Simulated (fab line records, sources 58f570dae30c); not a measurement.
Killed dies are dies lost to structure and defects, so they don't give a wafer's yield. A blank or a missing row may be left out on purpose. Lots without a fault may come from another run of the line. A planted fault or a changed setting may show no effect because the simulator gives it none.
Which tool did it? | flow berkeley_cmos170 | 14 lots, 42 wafers sampled, at 4 steps of a route of 331

WHAT THE GAUGES READ, wafer by wafer
UCB170_NLDD_OVL_MEAS_07. Usual: NLDD_OVL -2 nm, standard deviation 5.5.
lot  | measured     | on         | NLDD_OVL (nm) | flag
L873 | day 6 22:16  | overlay-02 | 4 -2 -6       |
L879 | day 7 21:30  | overlay-02 | -4 -1 5       |
L877 | day 7 21:34  | overlay-01 | 1 1 -4        |
L880 | day 8 05:59  | overlay-02 | 2 -4 -6       |
L884 | day 8 19:49  | overlay-02 | 14 4 7        |
L882 | day 8 20:02  | overlay-01 | 6 3 0         |
L881 | day 8 20:22  | overlay-01 | -8 -11 2      |
L883 | day 8 20:38  | overlay-01 | -1 -6 4       |
L889 | day 9 22:07  | overlay-02 | -9 -15 -5     |
L892 | day 10 09:19 | overlay-02 | -5 -5 1       |
L891 | day 10 09:38 | overlay-01 | -9 -11 -5     |
L893 | day 10 09:54 | overlay-02 | -3 -4 -10     |
L894 | day 10 23:38 | overlay-01 | -3 2 2        |
L895 | day 11 02:26 | overlay-01 | -1 -6 -2      |

UCB170_M2_THK_MEAS_03: measures by xrf. Usual: M2_AL_THK 907 nm, standard deviation 13.
lot  | measured     | on            | M2_AL_THK (nm) | flag
L873 | day 8 05:41  | film_metro-04 | 923 934 925    |
L879 | day 9 02:41  | film_metro-03 | 879 894 894    |
L877 | day 9 02:07  | film_metro-02 | 905 890 908    |
L880 | day 9 09:58  | film_metro-03 | 908 927 914    |
L884 | day 9 20:42  | film_metro-03 | 911 916 913    |
L882 | day 9 20:08  | film_metro-02 | 894 916 904    |
L881 | day 9 22:13  | film_metro-02 | 890 888 899    |
L883 | day 10 01:05 | film_metro-02 | 918 900 899    |
L889 | day 11 00:28 | film_metro-03 | 918 917 917    |
L892 | day 11 12:11 | film_metro-02 | 907 900 922    |
L891 | day 11 12:22 | film_metro-02 | 899 896 920    |
L893 | day 11 12:20 | film_metro-03 | 908 928 928    |
L894 | day 12 01:32 | film_metro-02 | 914 909 900    |
L895 | day 12 01:47 | film_metro-03 | 894 896 901    |

UCB170_M3_CD_MEAS_15: target cd 700 nm. Usual: cd_nm 700.1 nm, standard deviation 1.3.
lot  | measured     | on        | cd_nm (nm)        | flag
L873 | day 8 16:13  | cd_sem-02 | 701.5 701.1 700.5 |
L879 | day 9 10:40  | cd_sem-02 | 699.8 699.7 699.6 |
L877 | day 9 09:23  | cd_sem-01 | 701.5 701.1 700.4 |
L880 | day 9 23:35  | cd_sem-01 | 698.9 699.8 699.7 |
L884 | day 10 06:47 | cd_sem-02 | 699.9 698.9 700.2 |
L882 | day 10 06:29 | cd_sem-01 | 699.7 698.1 697.7 |
L881 | day 10 07:29 | cd_sem-01 | 700.9 701.5 701.7 |
L883 | day 10 08:55 | cd_sem-01 | 701.2 702.0 700.3 |
L889 | day 11 11:42 | cd_sem-01 | 699.9 700.5 699.8 |
L892 | day 11 21:39 | cd_sem-01 | 701.4 702.0 700.9 |
L891 | day 11 21:54 | cd_sem-02 | 702.7 702.6 702.3 |
L893 | day 11 22:19 | cd_sem-02 | 699.6 701.1 700.5 |
L894 | day 12 09:54 | cd_sem-01 | 700.2 700.1 699.7 |
L895 | day 12 09:59 | cd_sem-02 | 699.6 699.4 700.0 |

WHICH TOOL RAN EACH LOT (tool, then ch and the chambers of the sampled wafers, then the start)
lot  | UCB170_M2_PRE_CLEAN_00
L873 | pvd_sputter-04, day 8 05:25
L879 | pvd_sputter-04, day 9 02:24
L877 | pvd_sputter-04, day 9 01:51
L880 | pvd_sputter-04, day 9 09:41
L884 | pvd_sputter-01, day 9 20:25
L882 | pvd_sputter-04, day 9 19:52
L881 | pvd_sputter-04, day 9 21:56
L883 | pvd_sputter-04, day 10 00:49
L889 | pvd_sputter-04, day 11 00:11
L892 | pvd_sputter-04, day 11 11:55
L891 | pvd_sputter-03, day 11 12:04
L893 | pvd_sputter-01, day 11 12:02
L894 | pvd_sputter-01, day 12 01:16
L895 | pvd_sputter-03, day 12 01:30
- UCB170_M2_PRE_CLEAN_00: preclean etch time 60 s.

WHAT THE TOOLS THEMSELVES READ (means of the sampled wafers that have a number; where no wafer has one, the mark that the record gives instead)
The record holds no such reading with a usual standard deviation.

THE ANSWER, worked out from the rows above alone
Rule: a lot is off if the mean of its wafers that have a number lies more than 3 standard deviations from the usual mean. A lot without any number at a reading at which 4 lots or more have one is off too. The other lots that the step has rows for count as sound. The gauges are gone through in route order, then the tools' own readings, and for those a lot's mean is taken as printed above. The first step at which some lot is off is used, and at that step the reading that is off furthest; a lot without a number counts as furthest.
No lot is off at any reading shown: from this, nothing can be told.

WHAT THE SIMULATOR HAD PUT IN
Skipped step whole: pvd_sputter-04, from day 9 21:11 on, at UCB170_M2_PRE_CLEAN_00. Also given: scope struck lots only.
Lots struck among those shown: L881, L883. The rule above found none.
